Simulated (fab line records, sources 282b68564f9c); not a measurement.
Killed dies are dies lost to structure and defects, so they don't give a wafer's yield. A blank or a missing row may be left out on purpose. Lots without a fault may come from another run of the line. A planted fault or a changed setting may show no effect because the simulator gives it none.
One fault seen from 2 desks | flow rit_cmos | each desk has only its own numbers; what lay behind them comes last

THE TOOL OWNER'S DESK: furnace-01
The tool's own readings at RIT_FOX1_OXIDATION_00 (target thk 350.7 nm, ox time 1130 s): means of the sampled wafers that have a number, for each lot that ran on this tool. A lot is out of limits, marked OUT, if its mean lies more than 4 standard deviations from the usual mean; the brackets give that distance.
Columns: A = spike_tc_centre_C at RIT_FOX1_OXIDATION_00, usual 1101.9 C; B = spike_tc_load_C at RIT_FOX1_OXIDATION_00, usual 1127 C; C = spike_tc_source_C at RIT_FOX1_OXIDATION_00, usual 1124.5 C; D = tube_center_temp_C at RIT_FOX1_OXIDATION_00, usual 1100 C; E = tube_center_temp_C_max at RIT_FOX1_OXIDATION_00, usual 1102.9; F = zone_power_load_pct at RIT_FOX1_OXIDATION_00, usual 43.4 %
lot  | first seen here | A                 | B               | C                 | D                      | E                | F
L301 | day 2 13:35     | 1101.7            | 1124            | 1127.0            | 1100                   | 1103.0           | 42.8
L305 | day 3 09:34     | 1101.4            | 1123            | 1127.3            | 1100                   | 1103.3           | 43.0
L306 | day 3 16:41     | 1087.5 (-10) OUT  | 1108 (-5.0) OUT | 1112.3 (-5.3) OUT | 1086 (-99 or more) OUT | 1088.1 (-32) OUT | 42.0
L307 | day 3 18:15     | 1088.2 (-9.8) OUT | 1108 (-5.0) OUT | 1112.4 (-5.3) OUT | 1086 (-99 or more) OUT | 1088.6 (-31) OUT | 41.4
L311 | day 4 14:22     | 1088.0 (-9.9) OUT | 1108 (-5.1) OUT | 1113.0 (-5.0) OUT | 1086 (-99 or more) OUT | 1088.3 (-32) OUT | 41.6
This desk's finding: out of limits on L306, L307, L311; first on L306, day 3 16:41 (spike_tc_centre_C at RIT_FOX1_OXIDATION_00). In limits: L301, L305.

THE METROLOGY DESK
What the gauges read, lot by lot, whatever tool the lot ran on: means of the sampled wafers that have a number. A lot is out of limits, marked OUT, if its mean lies more than 4 standard deviations from the usual mean; the brackets give that distance.
Columns: A = FOX1_OXIDE_THK at RIT_FOX1_THK_MEAS_01, usual 350 nm; B = cd_nm at RIT_GATE_CD_MEAS_16, usual 150.5 nm; C = cd_nm at RIT_CONTACT_CD_MEAS_08, usual 999.7 nm
lot  | first seen here | A              | B     | C
L298 | day 1 21:50     | 347            | 149.8 | 1000.2
L299 | day 2 03:14     | 347            | 154.2 | 1000.6
L300 | day 2 08:56     | 353            | 151.8 | 1000.3
L301 | day 2 14:54     | 351            | 144.4 | 999.1
L302 | day 2 19:25     | 352            | 149.0 | 999.9
L305 | day 3 10:53     | 345            | 148.6 | 998.5
L306 | day 3 18:00     | 330            | 146.5 | 1000.8
L307 | day 3 19:34     | 330            | 149.4 | 1001.0
L309 | day 4 05:39     | 345            | 154.1 | 1002.2
L310 | day 4 10:09     | 346            | 151.1 | 1000.1
L311 | day 4 15:41     | 327 (-4.2) OUT | 149.8 | 998.8
L317 | day 5 21:11     | 351            | 148.7 | 999.7
L318 | day 6 01:59     | 337            | 151.5 | 999.4
L319 | day 6 07:52     | 351            | 153.8 | 995.9
L320 | day 6 12:50     | 350            | 152.0 | 1002.9
This desk's finding: out of limits on L311; first on L311, day 4 15:41 (FOX1_OXIDE_THK at RIT_FOX1_THK_MEAS_01). In limits: L298, L299, L300, L301, L302, L305, L306, L307, L309, L310, L317, L318, L319, L320.

PUT TOGETHER
The tool owner's desk could have raised an alarm at day 3 16:41, on L306, L307, L311.
The metrology desk could have raised an alarm at day 4 15:41, on L311.
The metrology desk has L306, L307 on record, within its limits.
Of the lots named, all ran RIT_FOX1_OXIDATION_00 on furnace-01.

WHAT THE SIMULATOR HAD PUT IN
Process parameter drift: furnace-01, from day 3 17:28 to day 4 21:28, at RIT_FOX1_OXIDATION_00. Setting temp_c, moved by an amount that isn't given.
Lots struck among those shown: L306, L307, L311.
